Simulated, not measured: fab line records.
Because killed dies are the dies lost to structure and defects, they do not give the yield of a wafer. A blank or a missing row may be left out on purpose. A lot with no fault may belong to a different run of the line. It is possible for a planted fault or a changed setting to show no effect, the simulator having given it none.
A struck lot beside a sound one :: flow berkeley_cmos170 :: 43 out of 331 route steps
Sound: wafers L670.1, L670.2, L670.6. Wafers L677.1, L677.2, L677.4 were the ones struck. Last of all comes the cause.
For every step that has rows: the tool of each side, followed by ch and its chambers, followed by its first start. Under that, the readings that differ: sound wafers :: struck wafers :: difference of the means :: sigmas: that difference in standard deviations of wafers without a fault.
alike: same words and numbers on both sides, and readings whose means sit less than 2 such deviations apart. not compared: any withheld reading, any reading some wafer has no value for, any bound like >300 that may hide the same value, and any number with overlapping values for which the record gives no deviation.
The two part at a step that has a row with sigmas, a row that says differs or no value, or rows on one side only. When numbers do not overlap yet have no deviation, they are printed without sigmas and do not part them. A reading missing from all wafers of one side parts the sides only when that side holds two or more wafers.

first, 1 step without rows for these wafers: UCB170_PLDD_IMPLANT_09.
UCB170_PLDD_STRIP_10: strips in O2.
  sound on plasma_asher-01 ch 0,1, day 8 02:22; struck on plasma_asher-04 ch 0,1, day 9 14:28
  alike: drypump_motor_current_A, oes_product_au, strip_time_to_endpoint_s
  not compared: rf_hours_counter_h
UCB170_PLDD_TW_MEAS_11:
  struck on film_metro-04, day 9 14:34; sound on film_metro-02, day 8 02:28
reading: PLDD_TW
sound: 1019 1017 1020
struck: 1002 1010 1008
difference: -12
sigmas: -2
then, 7 steps without rows for these wafers: UCB170_PLDD_CLEAN_12 (cleans in SPM, time 600 s); UCB170_NLDD_HMDS_00 (prime time 60 s); UCB170_NLDD_COAT_01 (resist thk 900 nm); UCB170_NLDD_SOFTBAKE_02 (time 60 s); UCB170_NLDD_EXPOSE_03 (exposes mask NSELECT, target cd 1200 nm); UCB170_NLDD_PEB_04; UCB170_NLDD_DEVELOP_05 (develop time 45 s).
UCB170_NLDD_CD_MEAS_06: the cd target is 1200 nm.
  struck on cd_sem-02, day 9 16:50; sound on cd_sem-02, day 8 03:46
  alike: cd_nm
UCB170_NLDD_OVL_MEAS_07:
  struck on overlay-01, day 9 16:57; sound on overlay-01, day 8 03:53
  alike: NLDD_OVL
UCB170_NLDD_IMPLANT_08:
  sound on implanter-02 ch 0, day 8 03:55; struck on implanter-02 ch 0, day 9 16:59
reading: dose_ions_cm2
sound: 5.004e+13 4.997e+13 4.994e+13
struck: 3.081e+13 3.069e+13 3.077e+13
difference: -1.923e+13
sigmas: -99 or more

reading: faraday_current_uA
sound: 158.7 160.2 160.9
struck: 99.6 97.5 95.8
difference: -62.3
sigmas: -21
following that, these wafers have no rows for 1 step: UCB170_NLDD_IMPLANT_09.
UCB170_NLDD_STRIP_10: strips in O2.
  sound on plasma_asher-03 ch 0,1, day 8 04:13; struck on plasma_asher-03 ch 0,1, day 9 17:19
  alike: drypump_motor_current_A, oes_product_au, strip_time_to_endpoint_s
  not compared: rf_hours_counter_h
UCB170_NLDD_TW_MEAS_11:
  struck on film_metro-01, day 9 17:39; sound on film_metro-01, day 8 04:19
reading: NLDD_TW
sound: 2204 2215 2210
struck: 2108 2103 2101
difference: -106
sigmas: -10
  not compared: hold
UCB170_SPACER_CVD_00: deposits SiO2 from TEOS/O2, target thk 376 nm, time 47 s.
  sound on pecvd-01 ch 0,1,2, day 8 04:39; struck on pecvd-03 ch 0,2, day 9 21:01
  alike: heater_power_w, susceptor_temp_C
UCB170_SPACER_THK_MEAS_01:
  struck on film_metro-03, day 9 21:08; sound on film_metro-04, day 8 04:42
  alike: SPACER_TEOS_THK
then, 1 step without rows for these wafers: UCB170_SPACER_ANNEAL_02 (time 1800 s).
UCB170_SPACER_ETCHBACK_03: etches SiO2 in CHF3/CF4/Ar, stops on Si, target depth 376 nm, time 100 s.
  sound on rie_diel-03 ch 0,1,3, day 8 10:46; struck on rie_diel-03 ch 1,2,3, day 9 23:35
  alike: drypump_motor_current_A, oes_product_au, throttle_valve_pct
  not compared: rf_hours_counter_h
then, 6 steps without rows for these wafers: UCB170_PSD_HMDS_00 (prime time 60 s); UCB170_PSD_COAT_01 (resist thk 900 nm); UCB170_PSD_SOFTBAKE_02 (time 60 s); UCB170_PSD_EXPOSE_03 (exposes mask PSELECT MOD, target cd 1200 nm); UCB170_PSD_PEB_04; UCB170_PSD_DEVELOP_05 (develop time 45 s).
UCB170_PSD_CD_MEAS_06: the cd target is 1200 nm.
  struck on cd_sem-02, day 10 00:46; sound on cd_sem-02, day 8 12:00
  alike: cd_nm
UCB170_PSD_OVL_MEAS_07:
  struck on overlay-02, day 10 00:53; sound on overlay-02, day 8 12:07
  alike: PSD_OVL
following that, these wafers have no rows for 1 step: UCB170_PSD_IMPLANT_08.
UCB170_PSD_STRIP_09: strips in O2.
  sound on plasma_asher-01 ch 0,1, day 8 12:19; struck on plasma_asher-03 ch 0,1, day 10 01:07
  alike: drypump_motor_current_A, oes_product_au, strip_time_to_endpoint_s
  not compared: rf_hours_counter_h
UCB170_PSD_TW_MEAS_10:
  struck on film_metro-04, day 10 01:19; sound on film_metro-01, day 8 12:25
  alike: PSD_TW
then, 7 steps without rows for these wafers: UCB170_PSD_CLEAN_11 (cleans in SPM, time 600 s); UCB170_NSD_HMDS_00 (prime time 60 s); UCB170_NSD_COAT_01 (resist thk 900 nm); UCB170_NSD_SOFTBAKE_02 (time 60 s); UCB170_NSD_EXPOSE_03 (exposes mask NSELECT MOD, target cd 1200 nm); UCB170_NSD_PEB_04; UCB170_NSD_DEVELOP_05 (develop time 45 s).
UCB170_NSD_CD_MEAS_06: the cd target is 1200 nm.
  struck on cd_sem-01, day 10 02:41; sound on cd_sem-02, day 8 16:55
  alike: cd_nm
UCB170_NSD_OVL_MEAS_07:
  struck on overlay-02, day 10 02:48; sound on overlay-02, day 8 17:02
  alike: NSD_OVL
following that, these wafers have no rows for 1 step: UCB170_NSD_IMPLANT_08.
UCB170_SDANNEAL_RS_MEAS_05: uses a four-point probe to measure.
  struck on film_metro-02, day 10 05:10; sound on film_metro-01, day 8 21:31
reading: NLDD_RS (ohm/sq)
sound: 612.8 614.4 614.3
struck: 707.9 708.4 706.0
difference: +93.6
sigmas: +55
  not compared: hold
UCB170_M3_PROBE_99:
  sound wafers here have rows in the record (prober-01, day 9 22:53); struck ones have none

WHERE THEY PART
Earliest at UCB170_PLDD_TW_MEAS_11; latest, in this record, at UCB170_M3_PROBE_99.

WHY: the cause the simulator had injected
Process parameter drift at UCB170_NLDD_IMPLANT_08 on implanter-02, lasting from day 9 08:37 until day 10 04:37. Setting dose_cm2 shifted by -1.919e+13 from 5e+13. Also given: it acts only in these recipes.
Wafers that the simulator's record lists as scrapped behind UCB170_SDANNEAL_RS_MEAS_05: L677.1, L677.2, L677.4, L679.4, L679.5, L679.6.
